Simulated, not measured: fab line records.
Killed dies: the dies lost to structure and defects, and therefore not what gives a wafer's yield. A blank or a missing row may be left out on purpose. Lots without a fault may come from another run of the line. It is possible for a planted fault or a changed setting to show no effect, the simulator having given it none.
fab line records	flow berkeley_cmos170
record lots=6	wafers=18	last_day=10
route steps=331 shown NLDD@159 SPACER@171
lots with no fault: from the same line, run without faults
start_h: the number of hours between the record's first day and the start of the first shown wafer of the lot	wait_h: hours elapsed since this lot's preceding step	" identical to the entry in the row above	L1.1+2: a row that stands for several wafers	- no value, or no start was given	* or withheld: withheld	< > ~ a bound
route shown NAME@n: NAME is a module with steps in the file, n the number in the route of the first one	usual: mean/standard deviation of fault-free wafers	same: alike in all rows	chamber/n: place in a boat	sites: per-site readings	_std_site: standard deviation across them	_edge_site: inner sites' mean taken away from outer sites' mean	radius_mm: for every site, how far away it sits from the centre of the wafer	mask NAME#n: copy n	behind: the most recent tool/chamber to have shaped the wafer	hold: why the lot was held/for how many hours/how that ended	device: the n, p or np transistor that did not switch	end of line: tests run on the same wafers once the route is complete	a step given without rows: its recipe and nothing more	killed: at the first sort, the dies lost to defects and structure; wafer yield is something else	map: a wafer's dies, marking killed ones x, the rest . and places with no die _
set.NAME: the setting that was run; set.NAME@STEP: the one run at that earlier step	model.NAME: the simulator's own value behind a step, which no gauge read
lots at some steps of the route; a table a step, a row a wafer
services: the hour from which a tool's chamber was out of use, counted from the record's first day as start_h (under 0 if before that day), plus the number of hours and why
## steps
# step UCB170_NLDD_COAT_01
# recipe resist=KrF	spin_rpm=1500	resist_thk_nm=900
# step UCB170_NLDD_SOFTBAKE_02
# recipe resist=KrF	temp_c=130	time_s=60
# step UCB170_NLDD_EXPOSE_03
# recipe mask_id=NSELECT	na=0.5	sigma_outer=0.6	source_shape=conventional	target_cd_nm=1200	dose_mj=30
# step UCB170_NLDD_PEB_04
# recipe peb_temp_c=130	peb_time_s=withheld	resist=KrF
# step UCB170_NLDD_DEVELOP_05
# recipe developer=TMAH	develop_time_s=45	resist=KrF	dev_temp_c=21
# step UCB170_NLDD_CD_MEAS_06
# recipe target_cd_nm=1200
# usual cd_nm=1200.0/1.2
lot.wafer	tool	chamber	start_h	wait_h	cd_nm
L299.1	cd_sem-01	-	123.49	-	1200.3
L299.4	"	-	"	"	1200.1
L299.6	"	-	"	"	1199.3
L307.2	cd_sem-02	-	178.15	-	1200.8
L307.4	"	-	"	"	1200.9
L307.5	"	-	"	"	1201.0
L308.4	cd_sem-01	-	186.35	-	1200.1
L308.5	"	-	"	"	1198.8
L308.6	"	-	"	"	1199.6
L309.3	cd_sem-01	-	186.61	-	1199.9
L309.4	"	-	"	"	1199.2
L309.6	"	-	"	"	1199.7
L312.4	cd_sem-01	-	194.21	-	1199.7
L312.5	"	-	"	"	1201.3
L312.6	"	-	"	"	1200.1
L314.1	cd_sem-01	-	213.21	-	1199.9
L314.4	"	-	"	"	1201.5
L314.5	"	-	"	"	1201.7
# step UCB170_NLDD_OVL_MEAS_07
# usual NLDD_OVL=-3/5.1
lot.wafer	tool	chamber	start_h	wait_h	NLDD_OVL[nm]
L299.1	overlay-02	-	123.61	0.1	4
L299.4	"	-	"	"	5
L299.6	"	-	"	"	-7
L307.2	overlay-02	-	178.26	0.1	0
L307.4	"	-	"	"	-1
L307.5	"	-	"	"	-9
L308.4	overlay-02	-	186.43	0.1	1
L308.5	"	-	"	"	-2
L308.6	"	-	"	"	2
L309.3	overlay-02	-	186.70	0.1	-4
L309.4	"	-	"	"	-7
L309.6	"	-	"	"	-11
L312.4	overlay-02	-	194.28	0.1	-4
L312.5	"	-	"	"	-5
L312.6	"	-	"	"	-6
L314.1	overlay-01	-	213.33	0.1	-3
L314.4	"	-	"	"	-5
L314.5	"	-	"	"	-4
# step UCB170_NLDD_IMPLANT_08
# recipe species=As	dose_cm2=5e+13	energy_kev=30	tilt_deg=7	rotation_deg=0
# step UCB170_NLDD_IMPLANT_09
# recipe species=As	dose_cm2=5e+13	energy_kev=30	tilt_deg=7	rotation_deg=180
# step UCB170_NLDD_STRIP_10
# recipe chemistry=O2	power_w=400	pressure_mtorr=3500	platen_temp_c=withheld	o2_flow_sccm=400	overash_fraction=0.5
# usual drypump_motor_current_A=5.6/0.35	oes_product_au=0.735/0.0046	strip_time_to_endpoint_s=21.61/0.063
lot.wafer	tool	chamber	start_h	wait_h	drypump_motor_current_A	oes_product_au	rf_hours_counter_h	strip_time_to_endpoint_s
L299.1	plasma_asher-03	1	123.94	0.1	5.5	0.736	35	21.66
L299.4	"	0	"	"	5.6	0.740	-	21.70
L299.6	"	0	"	"	5.6	0.735	-	21.63
L307.2	plasma_asher-03	0	178.59	0.1	5.6	0.738	41	21.63
L307.4	"	1	"	"	5.5	0.728	-	21.62
L307.5	"	0	"	"	5.6	0.730	-	21.55
L308.4	plasma_asher-02	0	186.78	0.1	6.5	0.733	-	21.72
L308.5	"	1	"	"	5.7	0.740	-	21.73
L308.6	"	0	"	"	6.5	0.738	-	21.68
L309.3	plasma_asher-02	1	187.06	0.1	5.8	0.733	-	21.63
L309.4	"	0	"	"	6.5	0.746	-	21.51
L309.6	"	0	"	"	6.5	0.731	-	21.59
L312.4	plasma_asher-04	1	194.64	0.1	5.5	0.739	-	21.67
L312.5	"	1	"	"	5.5	0.742	-	21.73
L312.6	"	0	"	"	5.3	0.731	-	21.68
L314.1	plasma_asher-03	1	213.67	0.1	5.5	0.743	45	21.64
L314.4	"	1	"	"	5.5	0.736	-	21.66
L314.5	"	1	"	"	5.5	0.739	-	21.63
# step UCB170_NLDD_TW_MEAS_11
# usual NLDD_TW=2213/11
lot.wafer	tool	chamber	start_h	wait_h	NLDD_TW
L299.1	film_metro-04	-	124.04	0.1	2203
L299.4	"	-	"	"	2208
L299.6	"	-	"	"	2195
L307.2	film_metro-01	-	178.70	0.1	2220
L307.4	"	-	"	"	2218
L307.5	"	-	"	"	2223
L308.4	film_metro-03	-	186.88	0.1	2203
L308.5	"	-	"	"	2222
L308.6	"	-	"	"	2210
L309.3	film_metro-04	-	187.14	0.1	2220
L309.4	"	-	"	"	2210
L309.6	"	-	"	"	2221
L312.4	film_metro-01	-	194.73	0.1	2193
L312.5	"	-	"	"	2205
L312.6	"	-	"	"	2195
L314.1	film_metro-03	-	213.77	0.1	2232
L314.4	"	-	"	"	2217
L314.5	"	-	"	"	2230
# step UCB170_NLDD_CLEAN_12
# recipe chemistry=SPM	temp_c=120	time_s=600
# step UCB170_SPACER_CVD_00
# recipe material=SiO2	target_thk_nm=376	temp_c=390	precursor=TEOS/O2	time_s=47	rf_w=550	pressure_mtorr=9000
# usual heater_power_w=260/54
lot.wafer	tool	chamber	start_h	wait_h	heater_power_w	model.SiO2_of_SPACER_CVD_00.thk_nm
L299.1	pecvd-02	0	124.28	0.0	138	371.2
L299.4	"	1	"	"	317	376
L299.6	"	0	"	"	160	381
L307.2	pecvd-02	2	178.92	0.0	335	522.6
L307.4	"	2	"	"	240	532.4
L307.5	"	1	"	"	312	526.3
L308.4	pecvd-02	0	187.28	0.0	153	526.6
L308.5	"	1	"	"	321	525.5
L308.6	"	2	"	"	272	530.2
L309.3	pecvd-01	2	187.61	0.0	247	373.3
L309.4	"	2	"	"	263	380.1
L309.6	"	1	"	"	306	381
L312.4	pecvd-04	0	194.99	0.0	236	381.2
L312.5	"	2	"	"	229	379.8
L312.6	"	1	"	"	168	384.8
L314.1	pecvd-04	0	214.01	0.0	297	380
L314.4	"	2	"	"	257	381.5
L314.5	"	0	"	"	309	380.7
# step UCB170_SPACER_THK_MEAS_01
# recipe reads=SiO2_of_SPACER_CVD_00
# usual SPACER_TEOS_THK=378/4.8
lot.wafer	tool	chamber	start_h	wait_h	SPACER_TEOS_THK[nm]
L299.1	film_metro-02	-	124.32	0.0	371
L299.4	"	-	"	"	376
L299.6	"	-	"	"	381
L307.2	film_metro-01	-	178.97	0.0	523
L307.4	"	-	"	"	533
L307.5	"	-	"	"	526
L308.4	film_metro-02	-	187.34	0.0	527
L308.5	"	-	"	"	525
L308.6	"	-	"	"	530
L309.3	film_metro-01	-	187.68	0.0	373
L309.4	"	-	"	"	380
L309.6	"	-	"	"	381
L312.4	film_metro-02	-	195.04	0.0	381
L312.5	"	-	"	"	380
L312.6	"	-	"	"	385
L314.1	film_metro-03	-	214.05	0.0	380
L314.4	"	-	"	"	382
L314.5	"	-	"	"	381
# step UCB170_SPACER_ANNEAL_02
# recipe temp_c=900	time_s=1800	ambient=N2
# step UCB170_SPACER_ETCHBACK_03
# recipe stop_on=Si	target=SiO2	chemistry=CHF3/CF4/Ar	CHF3_flow_sccm=50	cf4_flow_sccm=10	Ar_flow_sccm=120	pressure_mtorr=200	rf_w=500	target_depth_a=3760	time_s=100
# usual drypump_motor_current_A=5.9/0.53	oes_product_au=0.902/0.013	throttle_valve_pct=6.48/0.13
lot.wafer	tool	chamber	start_h	wait_h	drypump_motor_current_A	oes_product_au	rf_hours_counter_h	throttle_valve_pct	model.etch.depth_nm
L299.1	rie_diel-03	2	128.16	0.0	5.2	0.876	0	6.62	371.2
L299.4	"	1	"	"	6.1	0.905	71	6.39	376
L299.6	"	2	"	"	5.2	0.900	-	6.66	381
L307.2	rie_diel-03	0	183.40	0.0	6.3	1.018	125	6.53	441.8
L307.4	"	2	"	"	5.2	0.993	2	6.65	438.3
L307.5	"	3	"	"	6.4	1.038	-	6.64	444
L308.4	rie_diel-04	3	190.40	0.0	5.9	1.006	3	6.46	441.9
L308.5	"	1	"	"	5.8	0.994	-	6.28	433.5
L308.6	"	0	"	"	6.4	1.022	-	6.71	436.5
L309.3	rie_diel-01	2	190.40	0.0	6.6	0.890	0	6.40	373.3
L309.4	"	0	"	"	5.9	0.915	148	6.42	380.1
L309.6	"	2	"	"	6.6	0.913	-	6.39	381
L312.4	rie_diel-03	0	198.69	0.0	6.3	0.907	126	6.53	381.2
L312.5	"	0	"	"	6.3	0.913	-	6.54	379.8
L312.6	"	1	"	"	6.1	0.914	-	6.40	384.8
L314.1	rie_diel-03	3	220.40	0.0	6.5	0.915	101	6.62	380
L314.4	"	3	"	"	6.5	0.911	-	6.62	381.5
L314.5	"	2	"	"	5.2	0.886	-	6.66	380.7
## services
tool	chamber	start_h	hours	kind
rie_diel-04	3	102.43	-	clean
rie_diel-03	2	108.76	-	clean
rie_diel-03	2	108.76	17.3	scheduled_down
rie_diel-03	2	108.76	17.3	vent_cycle
rie_diel-04	2	112.64	2.5	repair
rie_diel-03	-	130.47	2.8	pm
pecvd-04	-	135.50	14.0	pm
pecvd-04	0	135.50	14.0	vent_cycle
pecvd-04	1	135.50	14.0	vent_cycle
pecvd-04	2	135.50	14.0	vent_cycle
pecvd-04	-	138.47	1.4	repair
rie_diel-04	2	142.40	5.3	repair
rie_diel-01	1	146.10	6.0	repair
pecvd-04	0	149.50	-	clean
pecvd-04	1	149.50	-	clean
pecvd-04	2	149.50	-	clean
rie_diel-03	2	149.59	6.0	repair
rie_diel-04	-	149.81	0.8	repair
pecvd-04	-	181.85	0.7	repair
rie_diel-01	0	202.50	2.2	repair
pecvd-04	-	203.39	4.4	repair
pecvd-01	-	204.21	1.2	repair
pecvd-01	2	204.37	10.6	repair
rie_diel-03	1	219.76	10.5	repair
## key
first_sign step=UCB170_SPACER_THK_MEAS_01	reading=SPACER_TEOS_THK	direction=up	sigmas=31	usual=378	struck=527
effect step=UCB170_SPACER_ETCHBACK_03	reading=oes_product_au	direction=up	sigmas=8.4	usual=0.902	struck=1.012
model_effect step=UCB170_SPACER_CVD_00	value=SiO2_of_SPACER_CVD_00.thk_nm	without=382.5	struck=527.3
model_effect step=UCB170_SPACER_ETCHBACK_03	value=etch.depth_nm	without=382.5	struck=439.3
met_at UCB170_SPACER_CVD_00
struck_wafers L307.2,L307.4,L307.5,L308.4,L308.5,L308.6
later_rows_left_out L307.2,L307.4,L307.5,L308.4,L308.5,L308.6
sort_left_out L307.2,L307.4,L307.5,L308.4,L308.5,L308.6
tester_left_out L307,L308
onset_between 124.28 178.92
fault kind=process_parameter_drift	tool=pecvd-02	chamber=-	onset_h=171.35	steps=UCB170_SPACER_CVD_00	channel=target_thk_nm	offset=144.01	shape=step	end_h=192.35	acts_in=these_recipes_only	stated=376
# tester_left_out: of these lots the tester's yield and bins aren't shown, on N5 and GAA mostly nor the transistor test; their killed dies are dies lost to structure and defects alone, not to doping, threshold or leakage, so they don't give the yield
# sort_left_out: the simulated sort isn't trusted on such a fault, so these wafers' sort isn't shown, and their yield isn't known
# later_rows_left_out: the simulator's readings of these wafers behind a module that went badly wrong aren't trusted and aren't shown, but for the sort
